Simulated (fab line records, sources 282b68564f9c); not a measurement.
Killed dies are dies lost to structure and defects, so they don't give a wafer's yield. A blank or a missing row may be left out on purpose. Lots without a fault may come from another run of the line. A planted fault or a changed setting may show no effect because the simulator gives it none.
Which tool did it? | flow rit_cmos | 13 lots, 39 wafers sampled, at 2 steps of a route of 202

WHAT THE GAUGES READ, wafer by wafer
RIT_GATE_CD_MEAS_16: target cd 150 nm. Usual: cd_nm 149.3 nm, standard deviation 2.1.
lot  | measured    | on        | cd_nm (nm)        | flag
L175 | day 2 15:07 | cd_sem-02 | 151.6 152.2 151.2 |
L176 | day 2 22:21 | cd_sem-02 | 146.3 147.5 147.0 |
L177 | day 3 04:08 | cd_sem-01 | 148.0 150.2 148.6 |
L180 | day 3 18:14 | cd_sem-01 | 194.4 190.3 191.7 | OFF
L181 | day 3 23:14 | cd_sem-01 | 148.6 148.4 145.3 |
L183 | day 4 12:09 | cd_sem-01 | 145.9 147.8 147.7 |
L188 | day 5 10:41 | cd_sem-02 | 153.7 152.7 153.7 |
L189 | day 5 14:38 | cd_sem-02 | 149.7 149.6 149.8 |
L191 | day 6 00:07 | cd_sem-02 | 151.0 151.3 152.9 |
L192 | day 6 05:53 | cd_sem-02 | 149.9 148.1 148.6 |
L195 | day 6 21:51 | cd_sem-02 | 148.6 149.8 148.9 |
L196 | day 6 23:08 | cd_sem-01 | 146.3 147.3 149.1 |
L198 | day 7 12:05 | cd_sem-01 | 148.2 147.3 147.1 |

WHICH TOOL RAN EACH LOT (tool, then ch and the chambers of the sampled wafers, then the start)
lot  | RIT_GATE_EXPOSE_13
L175 | iline_stepper-01 ch 0, day 2 14:43
L176 | iline_stepper-02 ch 0, day 2 21:57
L177 | iline_stepper-02 ch 0, day 3 03:42
L180 | iline_stepper-01 ch 0, day 3 17:50
L181 | iline_stepper-01 ch 0, day 3 22:50
L183 | iline_stepper-02 ch 0, day 4 11:43
L188 | iline_stepper-01 ch 0, day 5 10:17
L189 | iline_stepper-01 ch 0, day 5 14:14
L191 | iline_stepper-01 ch 0, day 5 23:43
L192 | iline_stepper-01 ch 0, day 6 05:29
L195 | iline_stepper-02 ch 0, day 6 21:27
L196 | iline_stepper-02 ch 0, day 6 22:44
L198 | iline_stepper-02 ch 0, day 7 11:41
- RIT_GATE_EXPOSE_13: exposes mask M6, target cd 150 nm.

WHAT THE TOOLS THEMSELVES READ (means of the sampled wafers that have a number; where no wafer has one, the mark that the record gives instead)
RIT_GATE_EXPOSE_13. Usual: exposure_dose_mJ_cm2 379.9, standard deviation 0.42; stage_vel_mm_s 500.01 mm/s, standard deviation 0.24.
lot  | tool             | exposure_dose_mJ_cm2 | stage_vel_mm_s (mm/s) | flag
L175 | iline_stepper-01 | 379.9                | 499.87                |
L176 | iline_stepper-02 | 380.2                | 500.17                |
L177 | iline_stepper-02 | 380.7                | 500.07                |
L180 | iline_stepper-01 | 379.5                | 499.94                |
L181 | iline_stepper-01 | 380.1                | 500.05                |
L183 | iline_stepper-02 | 379.4                | 500.24                |
L188 | iline_stepper-01 | 379.8                | 500.11                |
L189 | iline_stepper-01 | 380.2                | 500.11                |
L191 | iline_stepper-01 | 379.6                | 500.01                |
L192 | iline_stepper-01 | 380.0                | 500.14                |
L195 | iline_stepper-02 | 379.9                | 499.88                |
L196 | iline_stepper-02 | 379.8                | 499.90                |
L198 | iline_stepper-02 | 379.7                | 500.03                |

THE ANSWER, worked out from the rows above alone
Rule: a lot is off if the mean of its wafers that have a number lies more than 3 standard deviations from the usual mean. A lot without any number at a reading at which 4 lots or more have one is off too. The other lots that the step has rows for count as sound. The gauges are gone through in route order, then the tools' own readings, and for those a lot's mean is taken as printed above. The first step at which some lot is off is used, and at that step the reading that is off furthest; a lot without a number counts as furthest.
Off: L180, at RIT_GATE_CD_MEAS_16 (cd_nm).
A tool fits if, at a process step before that reading, it ran every lot that is off, and no sound lot after the first of them. The gauges at RIT_GATE_CD_MEAS_16 are tried like those tools. None of those tried fits.

WHAT THE SIMULATOR HAD PUT IN
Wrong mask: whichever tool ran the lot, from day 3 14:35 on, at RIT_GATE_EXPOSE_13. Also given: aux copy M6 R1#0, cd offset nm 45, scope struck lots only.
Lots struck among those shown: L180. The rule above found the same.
